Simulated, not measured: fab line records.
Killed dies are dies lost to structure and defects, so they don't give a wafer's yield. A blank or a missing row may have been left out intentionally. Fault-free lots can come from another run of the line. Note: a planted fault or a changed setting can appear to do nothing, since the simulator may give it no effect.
fab line records    flow berkeley_cmos170
[record] lots = 6  wafers = 18  last_day = 11
route steps=331 shown ACTIVE@71 PFIELD@79
lots with no fault: from the same line, run without faults
start_h: the number of hours between the record's first day and the start of the first shown wafer of the lot    wait_h: time in hours since the lot's previous step    " identical to the entry in the row above    L1.1+2: a row that stands for several wafers    - either no value or no given start    * or withheld: withheld    < > ~ a bound
route shown NAME@n: a module of which the file shows steps, and the number in the route of the first    usual: average and standard deviation across the fault-free wafers    same: alike in all rows    chamber/n: place in a boat    sites: the reading at each site    _std_site: standard deviation of those values    _edge_site: inner sites' mean taken away from outer sites' mean    radius_mm: how far each site lies from the wafer's centre    mask NAME#n: copy n    behind: the last tool/chamber to shape the wafer    hold: why the lot went on hold/how many hours it stayed there/how the hold came to an end    device: transistor that didn't switch, given as n, p or np    end of line: at the end of the route, the tests of the same wafers    a step with no rows: only its recipe    killed: dies lost to structure and defects at the first sort, not the wafer's yield    map: shows each die of a wafer: x if killed, . if not, _ if none is there
set.NAME: the setting that was run; set.NAME@STEP: the one run at that earlier step    model.NAME: the simulator's own value behind a step, which no gauge read
lots at selected steps of the route; one table per step, one row per wafer
services: the hour from which a tool's chamber was out of use, counted from the record's first day as start_h (under 0 if before that day), plus the number of hours and why
[[steps]]
[step UCB170_ACTIVE_PEB_11]
[recipe] peb_temp_c = 130  peb_time_s = withheld  resist = KrF
[step UCB170_ACTIVE_DEVELOP_12]
[recipe] developer = TMAH  develop_time_s = 45  resist = KrF  dev_temp_c = 21
[step UCB170_ACTIVE_CD_MEAS_13]
[recipe] target_cd_nm = 1200
[usual] cd_nm = 1199.5/1.3
lot.wafer  tool       chamber  start_h  wait_h  cd_nm
L775.3     cd_sem-01  -        93.30    -       1198.2
L775.4     "          -        "        "       1198.1
L775.5     "          -        "        "       1198.6
L774.2     cd_sem-01  -        93.52    -       1199.4
L774.4     "          -        "        "       1200.0
L774.6     "          -        "        "       1199.9
L776.1     cd_sem-01  -        97.65    -       1198.1
L776.3     "          -        "        "       1198.5
L776.4     "          -        "        "       1198.3
L783.4     cd_sem-01  -        129.85   -       1198.4
L783.5     "          -        "        "       1200.6
L783.6     "          -        "        "       1198.3
L793.1     cd_sem-02  -        179.03   -       1200.1
L793.3     "          -        "        "       1200.8
L793.5     "          -        "        "       1199.2
L794.2     cd_sem-01  -        179.34   -       1200.8
L794.4     "          -        "        "       1201.1
L794.5     "          -        "        "       1201.2
[step UCB170_ACTIVE_OVL_MEAS_14]
[usual] ACTIVE_OVL = -1/6.3
lot.wafer  tool        chamber  start_h  wait_h  ACTIVE_OVL[nm]
L775.3     overlay-02  -        93.39    0.1     -1
L775.4     "           -        "        "       -8
L775.5     "           -        "        "       -1
L774.2     overlay-01  -        93.62    0.1     -12
L774.4     "           -        "        "       -7
L774.6     "           -        "        "       -14
L776.1     overlay-02  -        97.77    0.1     3
L776.3     "           -        "        "       4
L776.4     "           -        "        "       -4
L783.4     overlay-02  -        129.93   0.1     -4
L783.5     "           -        "        "       -9
L783.6     "           -        "        "       -4
L793.1     overlay-02  -        179.15   0.1     -2
L793.3     "           -        "        "       -6
L793.5     "           -        "        "       -4
L794.2     overlay-02  -        179.44   0.1     11
L794.4     "           -        "        "       4
L794.5     "           -        "        "       2
[step UCB170_ACTIVE_ETCH_15]
[recipe] chemistry = CH3F/Ar/O2  target = Si3N4  stop_on = SiO2  CH3F_flow_sccm = 20  Ar_flow_sccm = 50  O2_flow_sccm = 7  pressure_mtorr = 50  rf_w = 450  target_depth_a = 2420  over_etch_frac = 0.1  time_s = 151
[usual] drypump_motor_current_A = 6.0/0.38  oes_product_au = 0.936/0.016  throttle_valve_pct = 8.01/0.14
lot.wafer  tool         chamber  start_h  wait_h  drypump_motor_current_A  oes_product_au  rf_hours_counter_h  throttle_valve_pct
L775.3     rie_diel-03  2        93.41    0.0     5.7                      0.954           117                 7.85
L775.4     "            0        "        "       5.6                      0.937           77                  8.16
L775.5     "            1        "        "       6.3                      0.949           -                   8.26
L774.2     rie_diel-01  2        93.65    0.0     6.7                      0.958           92                  8.09
L774.4     "            0        "        "       6.3                      0.925           20                  7.87
L774.6     "            0        "        "       6.3                      0.910           -                   7.85
L776.1     rie_diel-03  2        97.80    0.0     5.8                      0.958           117                 7.85
L776.3     "            1        "        "       6.3                      0.955           103                 8.26
L776.4     "            0        "        "       5.6                      0.938           77                  8.17
L783.4     rie_diel-04  2        129.95   0.0     5.7                      0.935           152                 7.85
L783.5     "            3        "        "       5.7                      0.965           -                   7.99
L783.6     "            0        "        "       6.4                      0.941           -                   7.94
L793.1     rie_diel-04  0        179.18   0.0     6.4                      0.946           8                   7.95
L793.3     "            1        "        "       5.6                      0.948           70                  8.07
L793.5     "            0        "        "       6.4                      0.937           -                   7.92
L794.2     rie_diel-03  0        179.47   0.0     5.6                      0.923           82                  8.16
L794.4     "            3        "        "       6.2                      0.937           20                  7.81
L794.5     "            2        "        "       5.8                      0.938           -                   7.84
[step UCB170_ACTIVE_STRIP_16]
[recipe] chemistry = O2  power_w = 400  pressure_mtorr = 3500  platen_temp_c = withheld  o2_flow_sccm = 400  overash_fraction = 0.5
[usual] drypump_motor_current_A = 5.7/0.35  oes_product_au = 0.720/0.0045  strip_time_to_endpoint_s = 17.96/0.088
lot.wafer  tool             chamber  start_h  wait_h  drypump_motor_current_A  oes_product_au  rf_hours_counter_h  strip_time_to_endpoint_s
L775.3     plasma_asher-01  1        93.54    0.1     5.6                      0.726           -                   17.97
L775.4     "                0        "        "       5.0                      0.722           -                   17.98
L775.5     "                0        "        "       5.0                      0.724           -                   17.95
L774.2     plasma_asher-04  0        93.75    0.1     5.9                      0.710           36                  17.90
L774.4     "                0        "        "       5.9                      0.716           -                   18.04
L774.6     "                1        "        "       6.1                      0.723           -                   18.04
L776.1     plasma_asher-02  1        97.90    0.1     5.8                      0.728           39                  17.87
L776.3     "                1        "        "       5.8                      0.713           -                   17.79
L776.4     "                0        "        "       5.9                      0.723           -                   17.87
L783.4     plasma_asher-01  1        130.08   0.1     5.6                      0.714           -                   18.05
L783.5     "                1        "        "       5.6                      0.716           -                   18.10
L783.6     "                0        "        "       5.0                      0.720           -                   17.93
L793.1     plasma_asher-04  0        179.28   0.1     5.9                      0.720           48                  17.75
L793.3     "                0        "        "       5.9                      0.716           -                   17.84
L793.5     "                1        "        "       6.1                      0.720           -                   17.83
L794.2     plasma_asher-04  1        179.57   0.1     6.1                      0.720           48                  17.92
L794.4     "                1        "        "       6.0                      0.711           -                   17.93
L794.5     "                1        "        "       6.1                      0.712           -                   17.97
[step UCB170_ACTIVE_CD_MEAS_90]
[recipe] target_cd_nm = 1200
[usual] cd_nm = 1199.5/1.3
lot.wafer  tool       chamber  start_h  wait_h  cd_nm
L775.3     cd_sem-01  -        93.66    0.1     1198.6
L775.4     "          -        "        "       1198.2
L775.5     "          -        "        "       1198.5
L774.2     cd_sem-02  -        93.87    0.1     1200.0
L774.4     "          -        "        "       1199.3
L774.6     "          -        "        "       1199.8
L776.1     cd_sem-02  -        98.00    0.1     1198.2
L776.3     "          -        "        "       1198.8
L776.4     "          -        "        "       1198.8
L783.4     cd_sem-02  -        130.21   0.1     1198.7
L783.5     "          -        "        "       1200.5
L783.6     "          -        "        "       1198.0
L793.1     cd_sem-02  -        179.38   0.1     1199.8
L793.3     "          -        "        "       1200.6
L793.5     "          -        "        "       1199.4
L794.2     cd_sem-01  -        179.69   0.1     1200.8
L794.4     "          -        "        "       1200.7
L794.5     "          -        "        "       1201.2
[step UCB170_ACTIVE_CLEAN_17]
[recipe] chemistry = SPM  temp_c = 120  time_s = 600
[step UCB170_PFIELD_HMDS_00]
[recipe] prime_time_s = 60  prime_temp_c = 100
[step UCB170_PFIELD_COAT_01]
[recipe] resist = KrF  spin_rpm = 1500  resist_thk_nm = 900
[step UCB170_PFIELD_SOFTBAKE_02]
[recipe] resist = KrF  temp_c = 130  time_s = 60
[step UCB170_PFIELD_EXPOSE_03]
[recipe] mask_id = PFIELD  na = 0.5  sigma_outer = 0.6  source_shape = conventional  target_cd_nm = 1500  dose_mj = 30
[step UCB170_PFIELD_PEB_04]
[recipe] peb_temp_c = 130  peb_time_s = withheld  resist = KrF
[usual] chill_plate_temp_C = 23.00/0.11  exhaust_pa = 45.1/0.95
lot.wafer  tool            chamber  start_h  wait_h  chill_plate_temp_C  exhaust_pa
L775.3     litho_track-01  0        96.01    0.7     22.95               44.5
L775.4     "               0        "        "       22.98               43.6
L775.5     "               0        "        "       22.99               45.3
L774.2     litho_track-03  0        96.14    0.6     23.21               46.1
L774.4     "               0        "        "       23.08               44.8
L774.6     "               0        "        "       23.10               46.2
L776.1     litho_track-02  0        101.96   1.0     23.01               45.5
L776.3     "               0        "        "       22.89               45.1
L776.4     "               0        "        "       23.03               45.6
L783.4     litho_track-02  0        131.56   0.3     23.18               47.2
L783.5     "               0        "        "       23.04               47.8
L783.6     "               0        "        "       23.15               45.1
L793.1     litho_track-01  -        180.41   0.1     -                   -
L793.3     "               -        "        "       -                   -
L793.5     "               -        "        "       -                   -
L794.2     litho_track-03  -        180.75   0.1     -                   -
L794.4     "               -        "        "       -                   -
L794.5     "               -        "        "       -                   -
[step UCB170_PFIELD_DEVELOP_05]
[recipe] developer = TMAH  develop_time_s = 45  resist = KrF  dev_temp_c = 21
[[services]]
tool             chamber  start_h  hours  kind
plasma_asher-02  -        86.70    4.2    repair
plasma_asher-01  -        108.75   9.0    pm
plasma_asher-01  0        108.75   9.0    vent_cycle
plasma_asher-01  1        108.75   9.0    vent_cycle
plasma_asher-01  0        117.75   -      clean
plasma_asher-01  1        117.75   -      clean
plasma_asher-02  -        125.12   7.6    repair
plasma_asher-01  -        130.21   9.0    repair
rie_diel-01      1        135.92   4.2    repair
rie_diel-04      0        160.27   2.2    repair
rie_diel-04      2        167.27   -      clean
rie_diel-04      2        167.27   16.4   scheduled_down
rie_diel-04      2        167.27   16.4   vent_cycle
plasma_asher-01  -        178.09   28.1   pm
[[key]]
[first_sign] step = UCB170_PFIELD_PEB_04  reading = tool_record  direction = missing
effect none on later readings
met_at UCB170_PFIELD_PEB_04
struck_wafers L793.1,L793.3,L793.5,L794.2,L794.4,L794.5
sort_left_out L793.1,L793.3,L793.5,L794.2,L794.4,L794.5
tester_left_out L793,L794
onset_between 96.14 180.41
[fault] kind = skipped_step_whole  tool = litho_track-01,litho_track-03  chamber = -  onset_h = 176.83  steps = UCB170_PFIELD_PEB_04  scope = struck_lots_only
// tester_left_out: of these lots the tester's yield and bins aren't shown, on N5 and GAA mostly nor the transistor test; their killed dies are dies lost to structure and defects alone, not to doping, threshold or leakage, so they don't give the yield
// sort_left_out: the simulated sort isn't trusted on such a fault, so these wafers' sort isn't shown, and their yield isn't known
